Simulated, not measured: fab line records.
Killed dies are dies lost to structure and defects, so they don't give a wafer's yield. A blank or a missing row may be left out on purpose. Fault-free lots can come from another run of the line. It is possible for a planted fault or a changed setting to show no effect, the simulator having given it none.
fab line records	flow berkeley_cmos170
record lots=6	wafers=18	last_day=12
route steps=331 shown V1@260 M2@271 V2@292 M3@331
lots that met no fault: from a run of the same line without faults
start_h: hours from the record's first day to the start of the lot's first wafer shown	wait_h: hours since the lot's step before	" same as the row above	L1.1+2: one row covering several wafers at once	- no value, or no start was given	* or withheld: withheld	< > ~ a bound
route shown NAME@n: a module of which the file shows steps, and the number in the route of the first	usual: average and standard deviation across the fault-free wafers	same: alike in all rows	chamber/n: place in a boat	sites: each site's reading	_std_site: standard deviation of those values	_edge_site: the outer-site mean with the inner-site mean subtracted	radius_mm: for every site, how far away it sits from the centre of the wafer	mask NAME#n: copy n	behind: the last tool/chamber to shape the wafer	hold: why the lot went on hold/how many hours it stayed there/how the hold came to an end	device: the transistor (n, p or np) that didn't switch	end of line: tests of these same wafers at the route's end	where a step has no rows: the recipe by itself	killed: count of dies lost to structure and defects at first sort (not the wafer's yield)	map: dies across one wafer; x = killed, . = not, _ = none there
set.NAME: the setting the step ran with; set.NAME@STEP: the setting that earlier step ran with	model.NAME: the simulator's own value behind a step, which no gauge read
lots at selected steps of the route; one table per step, one row per wafer
services: from which hour (start_h, from the record's first day; less than 0 if before it) a tool's chamber was out of use, for how many hours, and why
## steps
# step UCB170_V1_HMDS_06
# recipe prime_time_s=60	prime_temp_c=100
# step UCB170_V1_COAT_07
# recipe resist=KrF	spin_rpm=1500	resist_thk_nm=900
# step UCB170_V1_SOFTBAKE_08
# recipe resist=KrF	temp_c=130	time_s=60
# step UCB170_V1_EXPOSE_09
# recipe mask_id=VIA1	target_cd_nm=700	na=0.5	sigma_outer=0.6	source_shape=conventional	dose_mj=37
# step UCB170_V1_PEB_10
# recipe peb_temp_c=130	peb_time_s=withheld	resist=KrF
# step UCB170_V1_DEVELOP_11
# recipe developer=TMAH	develop_time_s=45	resist=KrF	dev_temp_c=21
# step UCB170_V1_CD_MEAS_12
# recipe target_cd_nm=700
# usual cd_nm=699.9/1.4
lot.wafer	tool	chamber	start_h	wait_h	cd_nm
L972.2	cd_sem-01	-	185.76	-	700.7
L972.3	"	-	"	"	701.7
L972.5	"	-	"	"	699.2
L973.1	cd_sem-02	-	199.10	-	698.8
L973.3	"	-	"	"	698.6
L973.6	"	-	"	"	698.9
L982.1	cd_sem-01	-	242.24	-	699.5
L982.2	"	-	"	"	701.6
L982.6	"	-	"	"	698.5
L986.3	cd_sem-01	-	259.43	-	698.8
L986.4	"	-	"	"	698.3
L986.5	"	-	"	"	699.5
L992.2	cd_sem-02	-	284.51	-	698.9
L992.3	"	-	"	"	700.1
L992.6	"	-	"	"	698.2
L991.1	cd_sem-01	-	286.47	-	699.6
L991.3	"	-	"	"	699.4
L991.5	"	-	"	"	698.6
# step UCB170_V1_OVL_MEAS_13
# usual V1_OVL=4/5.3
lot.wafer	tool	chamber	start_h	wait_h	V1_OVL[nm]
L972.2	overlay-01	-	185.87	0.1	8
L972.3	"	-	"	"	11
L972.5	"	-	"	"	11
L973.1	overlay-02	-	199.22	0.1	9
L973.3	"	-	"	"	7
L973.6	"	-	"	"	10
L982.1	overlay-02	-	242.36	0.1	9
L982.2	"	-	"	"	13
L982.6	"	-	"	"	14
L986.3	overlay-02	-	259.52	0.1	13
L986.4	"	-	"	"	11
L986.5	"	-	"	"	7
L992.2	overlay-02	-	284.62	0.1	3
L992.3	"	-	"	"	1
L992.6	"	-	"	"	12
L991.1	overlay-01	-	286.59	0.1	3
L991.3	"	-	"	"	10
L991.5	"	-	"	"	12
# step UCB170_V1_ETCH_14
# recipe chemistry=CHF3/CF4/Ar	target=SiO2	stop_on=Al	CHF3_flow_sccm=45	cf4_flow_sccm=15	Ar_flow_sccm=150	pressure_mtorr=200	rf_w=700	target_depth_a=12500	over_etch_frac=0.25	time_s=291
# usual cf4_flow_sccm=15.00/0.046	drypump_motor_current_A=5.8/0.47	oes_product_au=0.876/0.018	throttle_valve_pct=6.98/0.1
lot.wafer	tool	chamber	start_h	wait_h	cf4_flow_sccm	drypump_motor_current_A	oes_product_au	rf_hours_counter_h	throttle_valve_pct
L972.2	rie_diel-01	3	185.90	0.0	15.02	5.4	0.875	64	6.99
L972.3	"	1	"	"	14.92	5.9	0.908	31	7.19
L972.5	"	0	"	"	14.95	6.6	0.869	-	7.02
L973.1	rie_diel-03	0	199.26	0.0	15.02	5.5	0.875	16	7.00
L973.3	"	3	"	"	14.97	5.3	0.894	35	7.01
L973.6	"	0	"	"	15.03	5.5	0.877	-	7.00
L982.1	rie_diel-02	2	242.39	0.0	14.97	6.0	0.899	21	6.94
L982.2	"	3	"	"	15.04	5.3	0.892	62	6.92
L982.6	"	2	"	"	15.08	6.0	0.899	-	6.93
L986.3	rie_diel-02	3	259.54	0.0	15.03	5.4	0.893	62	6.91
L986.4	"	2	"	"	15.03	6.0	0.902	22	6.96
L986.5	"	1	"	"	15.00	6.5	0.853	-	6.86
L992.2	rie_diel-02	1	284.65	0.0	14.98	6.5	0.861	50	6.86
L992.3	"	3	"	"	14.94	5.3	0.894	63	6.90
L992.6	"	0	"	"	15.02	5.7	0.859	-	6.97
L991.1	rie_diel-01	1	286.62	0.0	14.99	5.9	0.897	37	7.17
L991.3	"	2	"	"	15.05	5.8	0.857	5	7.02
L991.5	"	0	"	"	15.04	6.7	0.874	-	7.01
# step UCB170_V1_STRIP_15
# recipe chemistry=O2	power_w=400	pressure_mtorr=3500	platen_temp_c=withheld	o2_flow_sccm=400	overash_fraction=0.5
# usual drypump_motor_current_A=6.2/0.34	oes_product_au=0.722/0.0044	strip_time_to_endpoint_s=15.36/0.17
lot.wafer	tool	chamber	start_h	wait_h	drypump_motor_current_A	oes_product_au	rf_hours_counter_h	strip_time_to_endpoint_s
L972.2	plasma_asher-02	0	186.08	0.1	6.1	0.723	44	15.28
L972.3	"	0	"	"	6.1	0.725	-	15.30
L972.5	"	0	"	"	6.1	0.719	-	15.76
L973.1	plasma_asher-03	1	199.43	0.1	6.7	0.727	39	15.24
L973.3	"	1	"	"	6.7	0.722	-	15.14
L973.6	"	1	"	"	6.7	0.721	-	15.26
L982.1	plasma_asher-03	1	242.57	0.1	6.8	0.719	44	15.18
L982.2	"	0	"	"	5.9	0.719	44	15.33
L982.6	"	0	"	"	5.9	0.720	-	15.22
L986.3	plasma_asher-01	0	259.76	0.1	6.2	0.717	-	15.36
L986.4	"	1	"	"	5.6	0.719	-	15.25
L986.5	"	1	"	"	5.6	0.725	-	15.38
L992.2	plasma_asher-01	1	284.83	0.1	5.6	0.723	18	15.35
L992.3	"	1	"	"	5.7	0.724	-	15.49
L992.6	"	1	"	"	5.6	0.728	-	15.69
L991.1	plasma_asher-03	0	286.80	0.1	5.9	0.722	49	15.30
L991.3	"	1	"	"	6.7	0.720	-	15.45
L991.5	"	0	"	"	5.9	0.724	-	15.60
# step UCB170_V1_CD_MEAS_90
# recipe target_cd_nm=700
# usual cd_nm=699.8/1.7
lot.wafer	tool	chamber	start_h	wait_h	cd_nm
L972.2	cd_sem-01	-	186.20	0.1	702.3
L972.3	"	-	"	"	703.1
L972.5	"	-	"	"	698.8
L973.1	cd_sem-01	-	199.53	0.1	700.5
L973.3	"	-	"	"	697.5
L973.6	"	-	"	"	700.5
L982.1	cd_sem-01	-	242.67	0.1	701.1
L982.2	"	-	"	"	698.9
L982.6	"	-	"	"	699.7
L986.3	cd_sem-01	-	259.86	0.1	697.4
L986.4	"	-	"	"	700.3
L986.5	"	-	"	"	699.3
L992.2	cd_sem-02	-	284.95	0.1	697.5
L992.3	"	-	"	"	697.7
L992.6	"	-	"	"	697.5
L991.1	cd_sem-02	-	286.90	0.1	699.0
L991.3	"	-	"	"	697.8
L991.5	"	-	"	"	696.9
# step UCB170_M2_PRE_CLEAN_00
# recipe gas=Ar	preclean_etch_time_s=60
# step UCB170_M2_SPUTTER_01
# recipe material=Al	target_thk_nm=900	time_s=120	power_w=6000	chamber_pressure_pa=0.5
# usual cathode_dc_power_W=5999.9/1.2	throttle_valve_pct=30.2/1.1
lot.wafer	tool	chamber	start_h	wait_h	cathode_dc_power_W	throttle_valve_pct	model.Al_of_M2_SPUTTER_01.thk_nm
L972.2	pvd_sputter-04	-	186.36	0.0	6001.0	30.0	904.9
L972.3	"	-	"	"	6000.6	28.6	894.5
L972.5	"	-	"	"	5999.8	32.2	895.6
L973.1	pvd_sputter-03	-	199.72	0.0	5998.6	29.6	901.9
L973.3	"	-	"	"	6000.4	30.1	910.6
L973.6	"	-	"	"	5999.5	29.2	897.1
L982.1	pvd_sputter-04	-	242.86	0.0	7393.1	30.4	1113
L982.2	"	-	"	"	7394.9	32.5	1111
L982.6	"	-	"	"	7393.6	32.5	1113
L986.3	pvd_sputter-04	-	260.01	0.0	7394.8	30.2	1113
L986.4	"	-	"	"	7396.3	28.3	1113
L986.5	"	-	"	"	7394.4	30.4	1108
L992.2	pvd_sputter-01	-	285.11	0.0	6000.9	30.4	916.8
L992.3	"	-	"	"	6000.6	29.3	907.9
L992.6	"	-	"	"	5999.8	31.7	897.9
L991.1	pvd_sputter-03	-	287.09	0.0	6002.8	30.5	895
L991.3	"	-	"	"	5999.5	30.0	863.7
L991.5	"	-	"	"	6002.8	30.1	902
# step UCB170_M2_RS_MEAS_02
# recipe thk_meas_gauge=four-point-probe	reads=Al_of_M2_SPUTTER_01
# usual M2_AL_RS=0.0322/0.00045
lot.wafer	tool	chamber	start_h	wait_h	M2_AL_RS[ohm/sq]
L972.2	film_metro-04	-	186.47	0.1	0.0320
L972.3	"	-	"	"	0.0324
L972.5	"	-	"	"	0.0323
L973.1	film_metro-04	-	199.80	0.0	0.0321
L973.3	"	-	"	"	0.0318
L973.6	"	-	"	"	0.0323
L982.1	film_metro-01	-	242.94	0.0	0.0260
L982.2	"	-	"	"	0.0260
L982.6	"	-	"	"	0.0259
L986.3	film_metro-04	-	260.13	0.1	0.0259
L986.4	"	-	"	"	0.0259
L986.5	"	-	"	"	0.0260
L992.2	film_metro-04	-	285.22	0.1	0.0315
L992.3	"	-	"	"	0.0319
L992.6	"	-	"	"	0.0322
L991.1	film_metro-03	-	287.17	0.0	0.0323
L991.3	"	-	"	"	0.0336
L991.5	"	-	"	"	0.0321
# step UCB170_M2_THK_MEAS_03
# recipe thk_meas_gauge=xrf	reads=Al_of_M2_SPUTTER_01
# usual M2_AL_THK=904/14
lot.wafer	tool	chamber	start_h	wait_h	M2_AL_THK[nm]
L972.2	film_metro-04	-	186.58	0.1	911
L972.3	"	-	"	"	895
L972.5	"	-	"	"	895
L973.1	film_metro-04	-	199.92	0.1	903
L973.3	"	-	"	"	914
L973.6	"	-	"	"	897
L982.1	film_metro-01	-	243.06	0.1	1104
L982.2	"	-	"	"	1111
L982.6	"	-	"	"	1112
L986.3	film_metro-04	-	260.23	0.1	1119
L986.4	"	-	"	"	1122
L986.5	"	-	"	"	1117
L992.2	film_metro-04	-	285.33	0.1	919
L992.3	"	-	"	"	913
L992.6	"	-	"	"	902
L991.1	film_metro-03	-	287.29	0.1	909
L991.3	"	-	"	"	874
L991.5	"	-	"	"	913
# step UCB170_M2_HMDS_04
# recipe prime_time_s=60	prime_temp_c=100
# step UCB170_M2_COAT_05
# recipe resist=KrF	spin_rpm=1500	resist_thk_nm=900
# step UCB170_M2_SOFTBAKE_06
# recipe resist=KrF	temp_c=130	time_s=60
# step UCB170_M2_STRIP_07
# recipe chemistry=O2	power_w=400	pressure_mtorr=3500	platen_temp_c=withheld	o2_flow_sccm=400	overash_fraction=0.5
# usual drypump_motor_current_A=6.0/0.33	oes_product_au=0.735/0.0046	strip_time_to_endpoint_s=21.98/0.065
lot.wafer	tool	chamber	start_h	wait_h	drypump_motor_current_A	oes_product_au	rf_hours_counter_h	strip_time_to_endpoint_s
L972.2	plasma_asher-03	0	187.57	0.1	5.9	0.732	38	21.90
L972.3	"	1	"	"	6.7	0.734	-	21.91
L972.5	"	0	"	"	5.9	0.728	-	21.98
L973.1	plasma_asher-02	1	200.63	0.1	6.3	0.735	45	21.98
L973.3	"	0	"	"	6.1	0.734	-	21.98
L973.6	"	1	"	"	6.3	0.735	-	21.96
L982.1	plasma_asher-04	0	243.82	0.1	5.8	0.733	57	22.03
L982.2	"	1	"	"	5.7	0.737	57	21.97
L982.6	"	1	"	"	5.7	0.743	-	21.96
L986.3	plasma_asher-02	0	260.87	0.1	6.1	0.734	-	22.02
L986.4	"	1	"	"	6.3	0.737	-	22.04
L986.5	"	0	"	"	6.1	0.740	-	22.02
L992.2	plasma_asher-02	0	285.83	0.1	6.1	0.738	55	22.05
L992.3	"	1	"	"	6.3	0.729	-	22.05
L992.6	"	0	"	"	6.0	0.737	-	21.97
L991.1	plasma_asher-04	1	287.80	0.1	5.7	0.738	63	22.05
L991.3	"	0	"	"	5.8	0.736	-	22.07
L991.5	"	0	"	"	5.8	0.737	-	22.12
# step UCB170_M2_STRIP_08
# recipe chemistry=DMSO	temp_c=80	time_s=600	material=KrF
# step UCB170_M2_COAT_09
# recipe resist=BARC	temp_c=withheld	time_s=withheld	spin_rpm=3000	resist_thk_nm=withheld
# step UCB170_M2_COAT_10
# recipe resist=KrF	spin_rpm=1500	resist_thk_nm=900
# step UCB170_M2_SOFTBAKE_11
# recipe resist=KrF	temp_c=130	time_s=60
# step UCB170_M2_EXPOSE_12
# recipe mask_id=METAL2	target_cd_nm=700	na=0.5	sigma_outer=0.6	source_shape=conventional	dose_mj=26
# step UCB170_M2_PEB_13
# recipe peb_temp_c=130	peb_time_s=withheld	resist=KrF
# step UCB170_M2_DEVELOP_14
# recipe developer=TMAH	develop_time_s=45	resist=KrF	dev_temp_c=21
# step UCB170_M2_CD_MEAS_15
# recipe target_cd_nm=700
# usual cd_nm=699.7/1.1
lot.wafer	tool	chamber	start_h	wait_h	cd_nm
L972.2	cd_sem-02	-	189.28	-	702.5
L972.3	"	-	"	"	702.5
L972.5	"	-	"	"	702.2
L973.1	cd_sem-02	-	202.11	-	699.5
L973.3	"	-	"	"	699.0
L973.6	"	-	"	"	699.3
L982.1	cd_sem-02	-	245.00	-	699.7
L982.2	"	-	"	"	701.8
L982.6	"	-	"	"	699.9
L986.3	cd_sem-02	-	262.40	-	700.5
L986.4	"	-	"	"	700.4
L986.5	"	-	"	"	700.6
L992.2	cd_sem-01	-	287.45	-	700.9
L992.3	"	-	"	"	700.1
L992.6	"	-	"	"	701.6
L991.1	cd_sem-02	-	289.25	-	699.1
L991.3	"	-	"	"	698.9
L991.5	"	-	"	"	699.5
# step UCB170_M2_OVL_MEAS_16
# usual M2_OVL=3/4.8
lot.wafer	tool	chamber	start_h	wait_h	M2_OVL[nm]
L972.2	overlay-01	-	189.39	0.1	1
L972.3	"	-	"	"	-2
L972.5	"	-	"	"	2
L973.1	overlay-01	-	202.23	0.1	6
L973.3	"	-	"	"	-3
L973.6	"	-	"	"	-2
L982.1	overlay-01	-	245.12	0.1	1
L982.2	"	-	"	"	4
L982.6	"	-	"	"	-2
L986.3	overlay-02	-	262.50	0.1	-5
L986.4	"	-	"	"	1
L986.5	"	-	"	"	4
L992.2	overlay-01	-	287.56	0.1	9
L992.3	"	-	"	"	4
L992.6	"	-	"	"	4
L991.1	overlay-02	-	289.37	0.1	-4
L991.3	"	-	"	"	-5
L991.5	"	-	"	"	-4
# step UCB170_M2_ETCH_17
# recipe chemistry=N2/H2	target_depth_a=withheld	overetch_a=withheld	target=BARC	time_s=withheld	source_w=500	bias_w=100	pressure_mtorr=30	n2_flow_sccm=100	h2_flow_sccm=200
# usual drypump_motor_current_A=5.7/0.41	h2_flow_sccm=200.0/0.61	oes_product_au=1.015/0.023	throttle_valve_pct=13.14/0.2
lot.wafer	tool	chamber	start_h	wait_h	drypump_motor_current_A	h2_flow_sccm	oes_product_au	throttle_valve_pct
L972.2	rie_diel-03	3	189.42	0.0	5.3	200.4	1.028	13.31
L972.3	"	0	"	"	5.5	200.1	1.013	13.09
L972.5	"	2	"	"	5.2	200.7	1.021	13.31
L973.1	rie_diel-04	1	202.26	0.0	6.0	200.6	1.023	12.91
L973.3	"	2	"	"	6.4	200.1	1.007	13.31
L973.6	"	3	"	"	5.8	199.8	1.014	13.46
L982.1	rie_diel-04	2	245.15	0.0	6.4	200.1	1.009	13.31
L982.2	"	1	"	"	6.0	200.3	1.017	12.93
L982.6	"	0	"	"	5.2	199.6	1.027	12.96
L986.3	rie_diel-03	3	262.52	0.0	5.4	200.0	1.038	13.32
L986.4	"	2	"	"	5.2	200.6	1.013	13.40
L986.5	"	3	"	"	5.3	200.6	1.032	13.32
L992.2	rie_diel-04	1	287.59	0.0	6.0	200.5	1.038	12.93
L992.3	"	2	"	"	6.5	200.2	1.003	13.31
L992.6	"	1	"	"	6.0	200.5	1.042	12.91
L991.1	rie_diel-04	2	289.41	0.0	6.5	200.0	1.003	13.31
L991.3	"	0	"	"	5.2	199.0	1.019	12.95
L991.5	"	1	"	"	6.0	199.6	1.022	12.93
# step UCB170_M2_METAL_ETCH_18
# recipe chemistry=Cl2/BCl3	target=Al	stop_on=SiO2	pressure_mtorr=12	target_depth_a=11700	over_etch_frac=0.3	time_s=195	icp_w=600	bias_w=120	Cl2_flow_sccm=90	bcl3_flow_sccm=45
# usual drypump_motor_current_A=5.89/0.07	oes_product_au=0.857/0.011	throttle_valve_pct=24.46/0.21
lot.wafer	tool	chamber	start_h	wait_h	drypump_motor_current_A	oes_product_au	rf_hours_counter_h	throttle_valve_pct
L972.2	rie_metal-04	1	189.52	-	5.88	0.861	-	24.16
L972.3	"	1	"	"	5.85	0.849	-	24.17
L972.5	"	1	"	"	5.86	0.849	-	24.17
L973.1	rie_metal-03	0	202.31	-	5.96	0.856	10	24.64
L973.3	"	0	"	"	5.99	0.862	-	24.64
L973.6	"	1	"	"	5.85	0.860	-	24.67
L982.1	rie_metal-04	1	245.19	-	5.86	0.943	7	24.10
L982.2	"	0	"	"	5.89	0.970	3	24.28
L982.6	"	0	"	"	5.88	0.972	-	24.28
L986.3	rie_metal-04	1	262.62	-	5.88	0.965	-	24.09
L986.4	"	0	"	"	5.89	0.975	-	24.27
L986.5	"	1	"	"	5.91	0.957	-	24.12
L992.2	rie_metal-02	0	287.63	-	5.79	0.869	2	24.31
L992.3	"	0	"	"	5.80	0.867	-	24.32
L992.6	"	0	"	"	5.79	0.861	-	24.31
L991.1	rie_metal-03	0	289.45	-	5.97	0.849	12	24.65
L991.3	"	0	"	"	6.00	0.839	-	24.65
L991.5	"	1	"	"	5.84	0.859	-	24.69
# step UCB170_M2_STRIP_19
# recipe chemistry=O2	power_w=400	pressure_mtorr=3500	platen_temp_c=withheld	o2_flow_sccm=400	overash_fraction=0.5
# usual drypump_motor_current_A=6.1/0.32	oes_product_au=0.540/0.023
lot.wafer	tool	chamber	start_h	wait_h	drypump_motor_current_A	oes_product_au	rf_hours_counter_h
L972.2	plasma_asher-02	1	189.83	0.2	6.3	0.539	44
L972.3	"	0	"	"	6.1	0.543	-
L972.5	"	1	"	"	6.3	0.537	-
L973.1	plasma_asher-02	1	202.49	0.1	6.3	0.544	46
L973.3	"	1	"	"	6.3	0.555	-
L973.6	"	0	"	"	6.1	0.563	-
L982.1	plasma_asher-04	0	245.38	0.1	5.8	0.552	57
L982.2	"	1	"	"	5.7	0.571	57
L982.6	"	1	"	"	5.7	0.570	-
L986.3	plasma_asher-02	0	262.78	0.1	6.1	0.549	-
L986.4	"	1	"	"	6.3	0.541	-
L986.5	"	0	"	"	6.1	0.561	-
L992.2	plasma_asher-02	0	287.88	0.2	6.0	0.514	55
L992.3	"	0	"	"	6.1	0.520	-
L992.6	"	0	"	"	6.1	0.503	-
L991.1	plasma_asher-02	1	289.64	0.1	6.3	0.562	56
L991.3	"	1	"	"	6.3	0.561	-
L991.5	"	0	"	"	6.1	0.570	-
# step UCB170_M2_CD_MEAS_90
# recipe target_cd_nm=700
# usual cd_nm=698/5.1
lot.wafer	tool	chamber	start_h	wait_h	cd_nm
L972.2	cd_sem-02	-	189.95	0.1	706
L972.3	"	-	"	"	704
L972.5	"	-	"	"	704
L973.1	cd_sem-02	-	202.59	0.1	701
L973.3	"	-	"	"	700
L973.6	"	-	"	"	694
L982.1	cd_sem-01	-	245.48	0.1	701
L982.2	"	-	"	"	706
L982.6	"	-	"	"	707
L986.3	cd_sem-01	-	262.89	0.1	701
L986.4	"	-	"	"	705
L986.5	"	-	"	"	703
L992.2	cd_sem-01	-	288.00	0.1	702
L992.3	"	-	"	"	698
L992.6	"	-	"	"	700
L991.1	cd_sem-01	-	289.74	0.1	705
L991.3	"	-	"	"	702
L991.5	"	-	"	"	697
# step UCB170_V2_CVD_00
# recipe material=SiO2	target_thk_nm=2000	temp_c=390	precursor=TEOS/O2	time_s=250	rf_w=550	pressure_mtorr=9000
# step UCB170_V2_THK_MEAS_01
# recipe reads=SiO2_of_V2_CVD_00
# usual V2_TEOS_THK=2005/32
lot.wafer	tool	chamber	start_h	wait_h	V2_TEOS_THK[nm]
L972.2	film_metro-04	-	190.22	0.1	1993
L972.3	"	-	"	"	2044
L972.5	"	-	"	"	2018
L973.1	film_metro-04	-	202.87	0.1	1989
L973.3	"	-	"	"	1977
L973.6	"	-	"	"	2037
L982.1	film_metro-04	-	245.76	0.1	1978
L982.2	"	-	"	"	1974
L982.6	"	-	"	"	2004
L986.3	film_metro-03	-	263.14	0.1	1907
L986.4	"	-	"	"	2018
L986.5	"	-	"	"	1978
L992.2	film_metro-04	-	288.27	0.1	2024
L992.3	"	-	"	"	2005
L992.6	"	-	"	"	2027
L991.1	film_metro-04	-	290.01	0.1	1937
L991.3	"	-	"	"	1958
L991.5	"	-	"	"	1990
# step UCB170_V2_CMP_02
# recipe material=SiO2	down_force_psi=6	platen_rpm=60	pad_velocity_m_s=0.75398
# step UCB170_V2_BOW_MEAS_03
# recipe mode=bow
# usual V2_BOW=36/6.8
lot.wafer	tool	chamber	start_h	wait_h	V2_BOW[um]
L972.2	film_metro-04	-	190.59	0.1	40
L972.3	"	-	"	"	36
L972.5	"	-	"	"	39
L973.1	film_metro-04	-	203.23	0.2	41
L973.3	"	-	"	"	38
L973.6	"	-	"	"	26
L982.1	film_metro-03	-	246.12	0.1	31
L982.2	"	-	"	"	36
L982.6	"	-	"	"	48
L986.3	film_metro-03	-	263.52	0.3	47
L986.4	"	-	"	"	28
L986.5	"	-	"	"	37
L992.2	film_metro-02	-	288.64	0.2	48
L992.3	"	-	"	"	38
L992.6	"	-	"	"	32
L991.1	film_metro-04	-	290.37	0.1	25
L991.3	"	-	"	"	26
L991.5	"	-	"	"	49
# step UCB170_V2_THK_MEAS_04
# recipe reads=SiO2_of_V2_CVD_00
# usual V2_POLISHED_THK=1000.3/1.3
lot.wafer	tool	chamber	start_h	wait_h	V2_POLISHED_THK[nm]
L972.2	film_metro-04	-	190.70	0.1	1002.0
L972.3	"	-	"	"	1000.2
L972.5	"	-	"	"	1001.8
L973.1	film_metro-04	-	203.35	0.1	999.4
L973.3	"	-	"	"	1000.5
L973.6	"	-	"	"	999.7
L982.1	film_metro-03	-	246.24	0.1	1000.5
L982.2	"	-	"	"	1000.4
L982.6	"	-	"	"	1000.0
L986.3	film_metro-03	-	263.62	0.1	999.2
L986.4	"	-	"	"	997.5
L986.5	"	-	"	"	1000.2
L992.2	film_metro-02	-	288.75	0.1	999.6
L992.3	"	-	"	"	999.4
L992.6	"	-	"	"	1000.5
L991.1	film_metro-04	-	290.49	0.1	1001.3
L991.3	"	-	"	"	1000.3
L991.5	"	-	"	"	999.7
# step UCB170_V2_CLEAN_05
# recipe chemistry=DIW
# step UCB170_V2_HMDS_06
# recipe prime_time_s=60	prime_temp_c=100
# step UCB170_V2_COAT_07
# recipe resist=KrF	spin_rpm=1500	resist_thk_nm=900
# step UCB170_V2_SOFTBAKE_08
# recipe resist=KrF	temp_c=130	time_s=60
# step UCB170_V2_EXPOSE_09
# recipe mask_id=VIA2	target_cd_nm=700	na=0.5	sigma_outer=0.6	source_shape=conventional	dose_mj=37
# step UCB170_V2_ETCH_14
# recipe chemistry=CHF3/CF4/Ar	target=SiO2	stop_on=Al	CHF3_flow_sccm=45	cf4_flow_sccm=15	Ar_flow_sccm=150	pressure_mtorr=200	rf_w=700	target_depth_a=12500	over_etch_frac=0.25	time_s=291
# usual cf4_flow_sccm=15.00/0.041	drypump_motor_current_A=5.8/0.45	oes_product_au=0.879/0.016	throttle_valve_pct=6.96/0.14
lot.wafer	tool	chamber	start_h	wait_h	cf4_flow_sccm	drypump_motor_current_A	oes_product_au	rf_hours_counter_h	throttle_valve_pct	model.Al_of_M2_SPUTTER_01.thk_nm
L972.2	rie_diel-04	0	192.48	0.0	15.01	5.2	0.889	122	6.73	904.5
L972.3	"	1	"	"	15.03	6.0	0.887	24	6.82	894.1
L972.5	"	1	"	"	15.01	6.0	0.887	-	6.82	895.1
L973.1	rie_diel-01	0	204.60	0.0	14.93	6.7	0.878	108	7.00	901.9
L973.3	"	3	"	"	15.02	5.3	0.864	65	7.00	910.6
L973.6	"	2	"	"	15.09	5.8	0.861	-	7.01	897.1
L982.1	rie_diel-01	2	247.59	0.0	14.99	5.8	0.850	3	7.02	1113
L982.2	"	3	"	"	15.00	5.3	0.872	67	6.99	1111
L982.6	"	1	"	"	14.96	6.0	0.906	-	7.18	1113
L986.3	rie_diel-03	2	265.01	0.0	14.97	5.2	0.879	2	6.98	1113
L986.4	"	1	"	"	15.04	5.8	0.859	20	6.76	1113
L986.5	"	1	"	"	15.02	5.7	0.865	-	6.77	1108
L992.2	rie_diel-01	0	289.97	0.0	14.97	6.7	0.874	112	7.03	916.8
L992.3	"	3	"	"	15.06	5.3	0.884	69	6.99	907.9
L992.6	"	3	"	"	15.01	5.3	0.873	-	7.00	897.9
L991.1	rie_diel-03	0	292.77	0.0	15.07	5.5	0.890	21	7.01	894.5
L991.3	"	2	"	"	14.96	5.2	0.870	3	6.96	863.4
L991.5	"	2	"	"	15.00	5.2	0.873	-	6.95	901.8
# step UCB170_M3_PROBE_99
lot.wafer	tool	chamber	start_h	wait_h	model.etest.antenna_m2.vt_shift_v
L972.2	prober-01	-	196.73	0.1	-0.01082
L972.3	prober-01	-	196.78	0.2	-0.0122
L972.5	prober-01	-	196.88	0.2	-0.01368
L973.1	prober-02	-	208.24	0.1	-0.01756
L973.6	prober-02	-	208.49	0.2	-0.00956
L982.1	prober-01	-	253.19	0.1	-0.00799
L982.2	prober-01	-	253.24	0.1	-0.005551
L982.6	prober-01	-	253.44	0.2	-0.008558
L986.3	prober-01	-	268.15	0.2	-0.008805
L986.4	prober-01	-	268.20	0.2	-0.008644
L992.2+3	prober-01	-	294.37	0.1	-0.01388
L992.6	prober-01	-	294.57	0.2	-0.01576
L991.1	prober-02	-	296.53	0.1	-0.01739
L991.3	prober-02	-	296.63	0.2	-0.01505
L991.5	prober-02	-	296.73	0.2	-0.008066
# killed by level:class
L972.2 GATE:geometric_particle:open=1 SPACER:geometric_particle:open=1 V1:geometric_particle:short=1 M2:geometric_particle:open=1
L972.5 SCREENOX:geometric_particle:short=1 SILICIDE:geometric_particle:open=1 CONTACT:geometric_particle:short=1
L973.1 GATE:geometric_particle:short=1
L973.6 GATE:geometric_particle:open=1 GATE:geometric_particle:short=1 CONTACT:geometric_particle:short=1 M2:geometric_particle:open=1 V2:geometric_particle:open=1 M3:geometric_particle:open=1
L992.2 SCREENOX:geometric_particle:open=1 CONTACT:geometric_particle:short=1
L992.3 SPACER:geometric_particle:open=1
L992.6 ACTIVE:geometric_particle:open=1 GATE:geometric_particle:short=1 SPACER:geometric_particle:short=1 SPACER:geometric_particle:open=1 SILICIDE:geometric_particle:short=1
L991.1 GATE:geometric_particle:short=1 M3:geometric_particle:short=1
L991.3 V1:geometric_particle:open=1
L991.5 START:geometric_particle:short=1 SACOX:geometric_particle:open=1
## services
tool	chamber	start_h	hours	kind
rie_diel-03	2	162.96	12.8	repair
rie_metal-04	-	166.35	1.4	repair
rie_metal-04	0	167.78	24.1	repair
rie_diel-03	0	174.71	10.0	repair
rie_diel-04	3	178.64	18.2	repair
rie_diel-01	2	183.93	-	clean
rie_diel-01	2	183.93	12.9	scheduled_down
rie_diel-01	2	183.93	12.9	vent_cycle
pvd_sputter-03	-	195.01	0.5	repair
rie_metal-02	-	197.80	0.4	repair
plasma_asher-03	-	200.49	3.8	repair
pvd_sputter-04	-	203.23	3.3	repair
plasma_asher-01	-	206.34	3.1	repair
rie_diel-03	1	206.91	1.3	repair
rie_diel-03	2	214.77	-	clean
rie_diel-03	2	214.77	12.8	scheduled_down
rie_diel-03	2	214.77	12.8	vent_cycle
rie_diel-04	-	229.43	2.8	pm
rie_diel-01	3	231.00	4.5	repair
rie_metal-03	-	233.01	2.8	pm
rie_diel-03	3	245.90	2.9	repair
rie_diel-02	3	247.41	8.9	repair
rie_metal-03	-	283.24	0.2	repair
pvd_sputter-01	-	285.38	1.0	repair
## key
first_sign step=UCB170_M2_SPUTTER_01	reading=cathode_dc_power_W	direction=up	sigmas=99+	usual=5999.9	struck=7394.5
effect step=UCB170_M2_RS_MEAS_02	reading=M2_AL_RS	direction=down	sigmas=14	usual=0.0322	struck=0.0260
effect step=UCB170_M2_THK_MEAS_03	reading=M2_AL_THK	direction=up	sigmas=15	usual=904	struck=1114
effect step=UCB170_M2_METAL_ETCH_18	reading=oes_product_au	direction=up	sigmas=10	usual=0.857	struck=0.964
model_effect step=UCB170_M2_SPUTTER_01	value=Al_of_M2_SPUTTER_01.thk_nm	without=903.1	struck=1112
model_effect step=UCB170_V2_ETCH_14	value=Al_of_M2_SPUTTER_01.thk_nm	without=902.4	struck=1111
model_effect step=UCB170_M3_PROBE_99	value=etest.antenna_m2.vt_shift_v	without=-0.01418	struck=-0.00791
met_at UCB170_M2_SPUTTER_01
struck_wafers L982.1,L982.2,L982.6,L986.3,L986.4,L986.5
sort_left_out L982.1,L982.2,L982.6,L986.3,L986.4,L986.5
onset_between 186.36 242.86
fault kind=process_parameter_drift	tool=pvd_sputter-04	chamber=-	onset_h=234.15	steps=UCB170_M2_SPUTTER_01	channel=power_w	offset=1394.1	shape=step	end_h=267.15	acts_in=these_recipes_only	stated=6000
# sort_left_out: the simulated sort isn't trusted on such a fault, so these wafers' sort isn't shown, and their yield isn't known
